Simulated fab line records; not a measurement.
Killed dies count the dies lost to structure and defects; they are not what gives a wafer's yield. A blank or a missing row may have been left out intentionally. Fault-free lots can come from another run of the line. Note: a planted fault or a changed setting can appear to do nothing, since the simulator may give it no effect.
What tool caused it? | flow berkeleyCmos170 | route of 331 steps, sampled at 1 step: 14 lots, 42 wafers

== WHAT THE GAUGES READ, wafer by wafer ==
UCB170_ACTIVE_CD_MEAS_13: target cd 1200 nm. Usual: cdNm reads 1200.3 nm (standard deviation 1.4).
lot  | measured    | on       | cdNm (nm)            | flag
L139 | day 4 06:43 | cdSem-01 | 1199.7 1200.4 1200.3 | 
L140 | day 4 07:15 | cdSem-01 | 1201.3 1201.0 1201.5 | 
L141 | day 4 14:05 | cdSem-02 | 1200.6 1201.4 1199.7 | 
L142 | day 4 14:22 | cdSem-01 | 1198.7 1199.7 1201.0 | 
L148 | day 5 17:09 | cdSem-01 | 1199.5 1199.2 1200.5 | 
L146 | day 5 17:28 | cdSem-01 | 1202.6 1201.2 1200.6 | 
L147 | day 5 17:47 | cdSem-01 | 1200.7 1198.7 1199.6 | 
L143 | day 5 18:02 | cdSem-01 | 1202.0 1200.3 1200.7 | 
L151 | day 6 07:46 | cdSem-01 | 1198.6 1199.7 1198.5 | 
L153 | day 6 21:53 | cdSem-01 | 1202.4 1201.6 1200.7 | 
L155 | day 7 11:07 | cdSem-01 | 1202.2 1201.5 1201.6 | 
L156 | day 7 11:55 | cdSem-02 | 1201.6 1201.8 1201.4 | 
L160 | day 8 08:26 | cdSem-01 | 1200.7 1198.9 1199.8 | 
L161 | day 8 17:04 | cdSem-02 | 1196.7 1197.6 1197.0 | 

== EACH LOT AND THE TOOL THAT RAN IT (in order: tool; ch and the chambers of the sampled wafers; start) ==
The record shows no process step preceding these readings.

== AS READ BY THE TOOLS THEMSELVES (means over the sampled wafers that have a number; for cases with no such wafer, the mark the record gives instead) ==
The record holds no such reading with a usual standard deviation.

== THE ANSWER, worked out from the rows above alone ==
Rule: take the mean of a lot's wafers that have a number; if it is more than 3 standard deviations from the usual mean, the lot is off. A lot without any number at a reading at which 4 lots or more have one is off too. Where the step has rows for the other lots, those lots are counted as sound. The gauges are gone through in route order, then the tools' own readings, and for those a lot's mean is taken as printed above. At the first step where some lot is off, the reading lying furthest off is the one used; lots without a number count as furthest.
Across all readings shown, no lot is off: no conclusion can be drawn from this.

== WHAT THE SIMULATOR PUT IN ==
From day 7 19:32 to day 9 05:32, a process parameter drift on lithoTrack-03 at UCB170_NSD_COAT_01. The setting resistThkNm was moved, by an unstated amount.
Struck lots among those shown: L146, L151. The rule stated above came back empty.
